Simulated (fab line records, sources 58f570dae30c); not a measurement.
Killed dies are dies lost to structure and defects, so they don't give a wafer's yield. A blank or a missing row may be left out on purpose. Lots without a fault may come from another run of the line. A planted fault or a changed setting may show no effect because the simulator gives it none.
fab line records | flow berkeley_cmos170
record lots=15 wafers=45 last_day=11
route steps=331 shown NWELL@28
lots that met no fault: from a run of the same line without faults
start_h: hours from the record's first day to the start of the lot's first wafer shown | wait_h: hours since the lot's step before | " the same as in the row above | L1.1+2: a row that stands for several wafers | - no value, or no start given | * or withheld: withheld | < > ~ a bound
route shown NAME@n: a module of which the file shows steps, and the number in the route of the first | usual: mean/standard deviation of fault-free wafers | same: alike in all rows | chamber/n: place in a boat | sites: the reading at each site | _std_site: their standard deviation | _edge_site: outer sites' mean less inner sites' | radius_mm: how far each site lies from the wafer's centre | mask NAME#n: copy n | behind: the tool/chamber that last shaped the wafer | hold: why the lot was held/for how many hours/how that ended | device: the transistor (n, p or np) that didn't switch | end of line: the same wafers' tests at the end of the route | a step without rows: its recipe alone | killed: dies lost to structure and defects at the first sort, not the wafer's yield | map: a wafer's dies, x killed, . not, _ none there
set.NAME: the setting as run; set.NAME@STEP: as run at that earlier step | model.NAME: the simulator's own value behind a step, which no gauge read
steps of the route over a sample of lots; a table a step, a row a wafer
services: from which hour (start_h, from the record's first day; less than 0 if before it) a tool's chamber was out of use, for how many hours, and why
## steps
# step UCB170_NWELL_IMPLANT_14
# recipe species=P dose_cm2=1e+13 energy_kev=150 tilt_deg=7
# usual end_station_pressure_torr=5.06e-06/2.5e-07
# columns lot.wafer tool chamber start_h wait_h end_station_pressure_torr
L529.2 implanter-01 0 31.74 0.1 4.82e-06
L529.3 " 0 " " 5.04e-06
L529.4 " 0 " " 5.08e-06
L530.2 implanter-01 0 35.01 0.1 5.11e-06
L530.4 " 0 " " 5.17e-06
L530.6 " 0 " " 5.07e-06
L532.1 implanter-03 0 46.31 0.1 5.21e-06
L532.4 " 0 " " 5.15e-06
L532.6 " 0 " " 5.11e-06
L533.4 implanter-02 0 52.04 0.1 5.28e-06
L533.5 " 0 " " 5.38e-06
L533.6 " 0 " " 4.94e-06
L533.4 implanter-02 0 52.35 0.3 5.48e-06
L533.5 " 0 " " 4.83e-06
L533.6 " 0 " " 5.41e-06
L535.2 implanter-01 0 67.13 0.1 4.98e-06
L535.4 " 0 " " 5.28e-06
L535.6 " 0 " " 5.08e-06
L540.2 implanter-03 0 92.45 0.1 5.2e-06
L540.4 " 0 " " 5.06e-06
L540.5 " 0 " " 4.95e-06
L542.3 implanter-01 0 102.84 0.1 5.09e-06
L542.5 " 0 " " 5.56e-06
L542.6 " 0 " " 5.55e-06
L542.3 implanter-01 0 103.15 0.3 4.98e-06
L542.5 " 0 " " 5.36e-06
L542.6 " 0 " " 5.03e-06
L544.1 implanter-01 0 105.90 0.1 4.92e-06
L544.3 " 0 " " 5.06e-06
L544.5 " 0 " " 4.73e-06
L544.1 implanter-01 0 106.22 0.3 4.95e-06
L544.3 " 0 " " 4.76e-06
L544.5 " 0 " " 5.27e-06
L545.3 implanter-02 0 114.98 0.1 5.01e-06
L545.5 " 0 " " 4.78e-06
L545.6 " 0 " " 5.17e-06
L546.1 implanter-01 0 120.13 0.1 5.25e-06
L546.2 " 0 " " 5.44e-06
L546.3 " 0 " " 5.2e-06
L547.3 implanter-02 0 123.87 0.1 5.31e-06
L547.4 " 0 " " 4.96e-06
L547.6 " 0 " " 4.92e-06
L548.3 implanter-01 0 129.48 0.1 4.76e-06
L548.4 " 0 " " 5.38e-06
L548.6 " 0 " " 5.2e-06
L549.3 implanter-02 0 129.64 0.1 5.27e-06
L549.5 " 0 " " 5.08e-06
L549.6 " 0 " " 4.96e-06
L550.2 implanter-01 0 132.41 0.1 4.53e-06
L550.4 " 0 " " 5.4e-06
L550.5 " 0 " " 4.92e-06
L551.1 implanter-02 0 143.07 0.1 4.98e-06
L551.2 " 0 " " 4.73e-06
L551.6 " 0 " " 5.3e-06
# step UCB170_NWELL_TW_MEAS_16
# usual NWELL_TW=1239/12
# columns lot.wafer tool chamber start_h wait_h NWELL_TW
L529.2 film_metro-04 - 31.98 0.1 1261
L529.3 " - " " 1256
L529.4 " - " " 1257
L530.2 film_metro-04 - 35.25 0.1 1261
L530.4 " - " " 1260
L530.6 " - " " 1260
L532.1 film_metro-04 - 46.56 0.1 1253
L532.4 " - " " 1256
L532.6 " - " " 1261
L533.4 film_metro-04 - 52.56 0.1 1556
L533.5 " - " " 1554
L533.6 " - " " 1557
L535.2 film_metro-02 - 67.37 0.1 1240
L535.4 " - " " 1237
L535.6 " - " " 1228
L540.2 film_metro-04 - 92.68 0.1 1249
L540.4 " - " " 1249
L540.5 " - " " 1249
L542.3 film_metro-02 - 103.37 0.1 1542
L542.5 " - " " 1539
L542.6 " - " " 1539
L544.1 film_metro-04 - 106.47 0.1 1556
L544.3 " - " " 1561
L544.5 " - " " 1561
L545.3 film_metro-02 - 115.20 0.1 1227
L545.5 " - " " 1229
L545.6 " - " " 1232
L546.1 film_metro-01 - 120.38 0.1 1221
L546.2 " - " " 1223
L546.3 " - " " 1223
L547.3 film_metro-01 - 124.09 0.1 1230
L547.4 " - " " 1230
L547.6 " - " " 1222
L548.3 film_metro-01 - 129.70 0.1 1227
L548.4 " - " " 1223
L548.6 " - " " 1224
L549.3 film_metro-04 - 129.86 0.1 1245
L549.5 " - " " 1252
L549.6 " - " " 1251
L550.2 film_metro-04 - 132.64 0.1 1245
L550.4 " - " " 1250
L550.5 " - " " 1247
L551.1 film_metro-01 - 143.32 0.1 1222
L551.2 " - " " 1224
L551.6 " - " " 1223
## services
# columns tool chamber start_h hours kind
implanter-03 - 12.00 3.4 repair
implanter-01 - 41.21 6.5 repair
implanter-02 - 42.91 1.1 repair
implanter-01 - 76.97 3.0 repair
implanter-03 - 105.46 20.9 pm
implanter-02 - 133.83 4.3 pm
implanter-01 - 135.05 25.3 pm
## key
first_sign step=UCB170_NWELL_IMPLANT_14 reading=visit direction=added
effect step=UCB170_NWELL_TW_MEAS_16 reading=NWELL_TW direction=up sigmas=25 usual=1239 struck=1552
met_at UCB170_NWELL_IMPLANT_14
struck_lots L533,L542,L544
tester_left_out L533,L542,L544
fault kind=repeated_step_whole tool=implanter-01,implanter-02,implanter-03 chamber=- onset_h=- steps=UCB170_NWELL_IMPLANT_14 times=1 scope=struck_lots_only
# tester_left_out: of these lots the tester's yield and bins aren't shown, on N5 and GAA mostly nor the transistor test; their killed dies are dies lost to structure and defects alone, not to doping, threshold or leakage, so they don't give the yield
